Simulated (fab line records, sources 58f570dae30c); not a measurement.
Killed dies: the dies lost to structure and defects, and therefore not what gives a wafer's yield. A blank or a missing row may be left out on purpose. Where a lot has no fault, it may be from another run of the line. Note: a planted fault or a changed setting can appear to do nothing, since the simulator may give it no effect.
Split-lot experiment :: flow berkeley_cmos170 :: route with 331 steps; 5 lots, 23 wafers read

== THE SPLIT ITSELF ==
At UCB170_CONTACT_COAT_04 (resist thk 900 nm), the setting spin_rpm was moved away from the recipe's 1500 rpm on 9 of the 23 wafers read, by -2.4% to +4.3%. This setting was run at the recipe's value on the other wafers.

The split's own step is where the reading is taken.

== THE READING ==
KrF_of_CONTACT_COAT_04.thk_nm (the simulator's own value, which no gauge read), in nm, at UCB170_CONTACT_COAT_04 (resist thk 900 nm). The file gives no usual value for it. Across the 14 wafers here that went through the recipe, the average is 901.7 nm and the standard deviation 3.2 nm.

wafer: L077.1
tool, chamber at the split: litho_track-01, 0
spin_rpm as run, rpm: 1500
against the recipe: recipe
KrF_of_CONTACT_COAT_04.thk_nm, nm: 902
against lot-mates on the recipe: -

wafer: L077.2
tool, chamber at the split: litho_track-01, 0
spin_rpm as run, rpm: 1529
against the recipe: +1.9%
KrF_of_CONTACT_COAT_04.thk_nm, nm: 893.6
against lot-mates on the recipe: -8.2

wafer: L077.4
tool, chamber at the split: litho_track-01, 0
spin_rpm as run, rpm: 1500
against the recipe: recipe
KrF_of_CONTACT_COAT_04.thk_nm, nm: 901.1
against lot-mates on the recipe: -

wafer: L077.5
tool, chamber at the split: litho_track-01, 0
spin_rpm as run, rpm: 1500
against the recipe: recipe
KrF_of_CONTACT_COAT_04.thk_nm, nm: 902.2
against lot-mates on the recipe: -

wafer: L077.6
tool, chamber at the split: litho_track-01, 0
spin_rpm as run, rpm: 1529
against the recipe: +1.9%
KrF_of_CONTACT_COAT_04.thk_nm, nm: 892.4
against lot-mates on the recipe: -9.4

wafer: L078.1
tool, chamber at the split: litho_track-04, 0
spin_rpm as run, rpm: 1500
against the recipe: recipe
KrF_of_CONTACT_COAT_04.thk_nm, nm: 901
against lot-mates on the recipe: -

wafer: L078.2
tool, chamber at the split: litho_track-04, 0
spin_rpm as run, rpm: 1534
against the recipe: +2.3%
KrF_of_CONTACT_COAT_04.thk_nm, nm: 894.9
against lot-mates on the recipe: -6.6

wafer: L078.4
tool, chamber at the split: litho_track-04, 0
spin_rpm as run, rpm: 1534
against the recipe: +2.3%
KrF_of_CONTACT_COAT_04.thk_nm, nm: 890.9
against lot-mates on the recipe: -10.6

wafer: L078.5
tool, chamber at the split: litho_track-04, 0
spin_rpm as run, rpm: 1534
against the recipe: +2.3%
KrF_of_CONTACT_COAT_04.thk_nm, nm: 891.1
against lot-mates on the recipe: -10.4

wafer: L078.6
tool, chamber at the split: litho_track-04, 0
spin_rpm as run, rpm: 1500
against the recipe: recipe
KrF_of_CONTACT_COAT_04.thk_nm, nm: 901.9
against lot-mates on the recipe: -

wafer: L079.1
tool, chamber at the split: litho_track-02, 0
spin_rpm as run, rpm: 1565
against the recipe: +4.3%
KrF_of_CONTACT_COAT_04.thk_nm, nm: 879.9
against lot-mates on the recipe: -17.0

wafer: L079.3
tool, chamber at the split: litho_track-02, 0
spin_rpm as run, rpm: 1500
against the recipe: recipe
KrF_of_CONTACT_COAT_04.thk_nm, nm: 897.5
against lot-mates on the recipe: -

wafer: L079.4
tool, chamber at the split: litho_track-02, 0
spin_rpm as run, rpm: 1500
against the recipe: recipe
KrF_of_CONTACT_COAT_04.thk_nm, nm: 896.8
against lot-mates on the recipe: -

wafer: L079.5
tool, chamber at the split: litho_track-02, 0
spin_rpm as run, rpm: 1500
against the recipe: recipe
KrF_of_CONTACT_COAT_04.thk_nm, nm: 896.4
against lot-mates on the recipe: -

wafer: L079.6
tool, chamber at the split: litho_track-02, 0
spin_rpm as run, rpm: 1565
against the recipe: +4.3%
KrF_of_CONTACT_COAT_04.thk_nm, nm: 879
against lot-mates on the recipe: -17.9

wafer: L081.1
tool, chamber at the split: litho_track-01, 0
spin_rpm as run, rpm: 1500
against the recipe: recipe
KrF_of_CONTACT_COAT_04.thk_nm, nm: 907.4
against lot-mates on the recipe: -

wafer: L081.2
tool, chamber at the split: litho_track-01, 0
spin_rpm as run, rpm: 1500
against the recipe: recipe
KrF_of_CONTACT_COAT_04.thk_nm, nm: 906.5
against lot-mates on the recipe: -

wafer: L081.3
tool, chamber at the split: litho_track-01, 0
spin_rpm as run, rpm: 1464
against the recipe: -2.4%
KrF_of_CONTACT_COAT_04.thk_nm, nm: 916.1
against lot-mates on the recipe: +9.7

wafer: L081.4
tool, chamber at the split: litho_track-01, 0
spin_rpm as run, rpm: 1464
against the recipe: -2.4%
KrF_of_CONTACT_COAT_04.thk_nm, nm: 916.2
against lot-mates on the recipe: +9.8

wafer: L081.5
tool, chamber at the split: litho_track-01, 0
spin_rpm as run, rpm: 1500
against the recipe: recipe
KrF_of_CONTACT_COAT_04.thk_nm, nm: 905.4
against lot-mates on the recipe: -

wafer: L085.3
tool, chamber at the split: litho_track-02, 0
spin_rpm as run, rpm: 1500
against the recipe: recipe
KrF_of_CONTACT_COAT_04.thk_nm, nm: 902.9
against lot-mates on the recipe: -

wafer: L085.5
tool, chamber at the split: litho_track-02, 0
spin_rpm as run, rpm: 1500
against the recipe: recipe
KrF_of_CONTACT_COAT_04.thk_nm, nm: 901
against lot-mates on the recipe: -

wafer: L085.6
tool, chamber at the split: litho_track-02, 0
spin_rpm as run, rpm: 1500
against the recipe: recipe
KrF_of_CONTACT_COAT_04.thk_nm, nm: 902.3
against lot-mates on the recipe: -

THE FIT
A straight line over all 23 wafers: KrF_of_CONTACT_COAT_04.thk_nm changes by -5.12 nm for each +1% of spin_rpm; r = -0.95; the points scatter about the line by 2.9 nm.
The same after taking each lot's own level away (the mean of its wafers on the recipe; 23 wafers): -4.07 nm for each +1%; r = -0.99; scatter 0.94 nm.
The reading moves by 18 nm for the largest change in spin_rpm, on that fit.
Across the lots, their own levels run from 896.90 to 906.43 nm, a range of 3.0 times the standard deviation given above.
So the lot-to-lot level changes the slope: the two fits differ.
Check: -18 nm against its lot-mates is what the line predicts for one of the wafers moved furthest among these (+4.3%) when that wafer is left out of the fit. Against them it came out at -17 nm.

== OTHER SPLITS APPLIED TO THESE WAFERS ==
These wafers also went through other splits before the reading. Each is held against what the fit with the lots' levels taken away leaves over:
other split on the same wafers: UCB170_SILICIDE_SPUTTER_01 time_s
wafers away from the commonest value: 4
r with KrF_of_CONTACT_COAT_04.thk_nm (lot level and that fit taken away): +0.28

== THE WHOLE CHAIN: every reading that the file lists as answering this split, in the file's order ==
step: UCB170_CONTACT_COAT_04
what it does: resist thk 900 nm
reading: KrF_of_CONTACT_COAT_04.thk_nm (the simulator's own value, which no gauge read)
change (the file's fit): -4.08 nm for each +1% of the setting
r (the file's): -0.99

step: UCB170_CONTACT_STRIP_06
what it does: strips in O2
reading: strip_time_to_endpoint_s
change (the file's fit): withheld for each +1% of the setting
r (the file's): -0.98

== THE FILE'S OWN FIT ==
KrF_of_CONTACT_COAT_04.thk_nm changes by -4.08 nm for each +1% of spin_rpm, r = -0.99.
